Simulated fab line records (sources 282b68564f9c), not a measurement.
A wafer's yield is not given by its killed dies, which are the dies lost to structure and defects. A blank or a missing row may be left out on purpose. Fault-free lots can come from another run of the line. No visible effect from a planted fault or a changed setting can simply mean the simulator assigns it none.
Check of tool commonality	flow rit-cmos	14 lots, 42 wafers sampled

## WHY IT WAS OPENED
2 of 14 lots carry a flag on the reading PLDD_TW at RIT_PLDD_TW_MEAS_10. No-fault wafers: 2366, standard deviation 25.
Rule: a lot gets a flag if all its wafers with a number sit over 4 standard deviations from that mean, or if no wafer of it has a number. The other lots count as sound.

lot	measured	on	PLDD_TW, wafer by wafer	flag
L115	day 2 20:50	film-metro-01	2345 2361 2363	
L116	day 3 07:32	film-metro-02	2350 2359 2363	
L117	day 3 09:55	film-metro-03	2402 2405 2406	
L118	day 3 13:20	film-metro-02	2366 2347 2350	
L120	day 4 06:07	film-metro-03	2376 2387 2404	
L121	day 4 08:13	film-metro-01	2359 2361 2355	
L122	day 4 11:14	film-metro-01	2373 2365 2360	
L124	day 4 23:17	film-metro-03	2407 2402 2408	
L125	day 5 02:07	film-metro-02	2359 2355 2354	
L129	day 6 02:49	film-metro-01	2141 2131 2142	FLAGGED
L130	day 6 20:24	film-metro-02	2131 2115 2135	FLAGGED
L135	day 7 22:01	film-metro-02	2358 2350 2342	
L136	day 8 02:32	film-metro-03	2400 2420 2417	
L138	day 8 11:19	film-metro-01	2340 2338 2344	
The numbers of the flagged lots are 2132 on average: -234 against the usual, or -9 standard deviations.

## EACH LOT AND THE TOOL IT RAN ON
The record keeps 1 process step preceding the reading, out of 202 steps on the route. Cell contents, in order: the tool; ch with the chambers the sampled wafers went through; the start.
lot	flag	RIT_PLDD_IMPLANT_08
L115		implanter-04 ch 0, day 2 20:30
L116		implanter-04 ch 0, day 3 07:14
L117		implanter-04 ch 0, day 3 09:36
L118		implanter-01 ch 0, day 3 13:01
L120		implanter-01 ch 0, day 4 05:48
L121		implanter-01 ch 0, day 4 07:55
L122		implanter-01 ch 0, day 4 10:55
L124		implanter-01 ch 0, day 4 22:58
L125		implanter-01 ch 0, day 5 01:49
L129	FLAGGED	implanter-04 ch 0, day 6 02:29
L130	FLAGGED	implanter-04 ch 0, day 6 20:05
L135		implanter-03 ch 0, day 7 21:42
L136		implanter-03 ch 0, day 8 02:14
L138		implanter-03 ch 0, day 8 11:00
These steps, and what they do:
- RIT_PLDD_IMPLANT_08
- RIT_PLDD_TW_MEAS_10

## FLAGGED OVER TOTAL, TOOL BY TOOL (the gauges that took the reading come last)
step	tool	lots run	flagged	share of the flagged lots	sound lots run after its first flagged lot
RIT_PLDD_IMPLANT_08	implanter-01	6	0	none	-
RIT_PLDD_IMPLANT_08	implanter-03	3	0	none	-
RIT_PLDD_IMPLANT_08	implanter-04	5	2	all	0
RIT_PLDD_TW_MEAS_10	film-metro-01	5	1	some	1 (L138)
RIT_PLDD_TW_MEAS_10	film-metro-02	5	1	some	1 (L135)
RIT_PLDD_TW_MEAS_10	film-metro-03	4	0	none	-

## WHAT THE TABLE ALLOWS
Rows of the table that ran each flagged lot: 1, that is implanter-04 at RIT_PLDD_IMPLANT_08.
- implanter-04 at RIT_PLDD_IMPLANT_08 ran 5 lots, 2 of them flagged. A fault beginning between L117 (day 3 09:36), its last sound lot, and L129 (day 6 02:29), its first flagged one, fits the data. Its own readings (beam-energy-keV) fall more than 4 standard deviations out on all wafers of the flagged lots.
What remains is a single tool, implanter-04 at RIT_PLDD_IMPLANT_08.

## WHAT THE SIMULATOR PUT IN
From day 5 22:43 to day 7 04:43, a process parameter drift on implanter-04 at RIT_PLDD_IMPLANT_08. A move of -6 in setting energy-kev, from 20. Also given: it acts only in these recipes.
Shown lots that were struck: L129, L130. The rule above found the same.
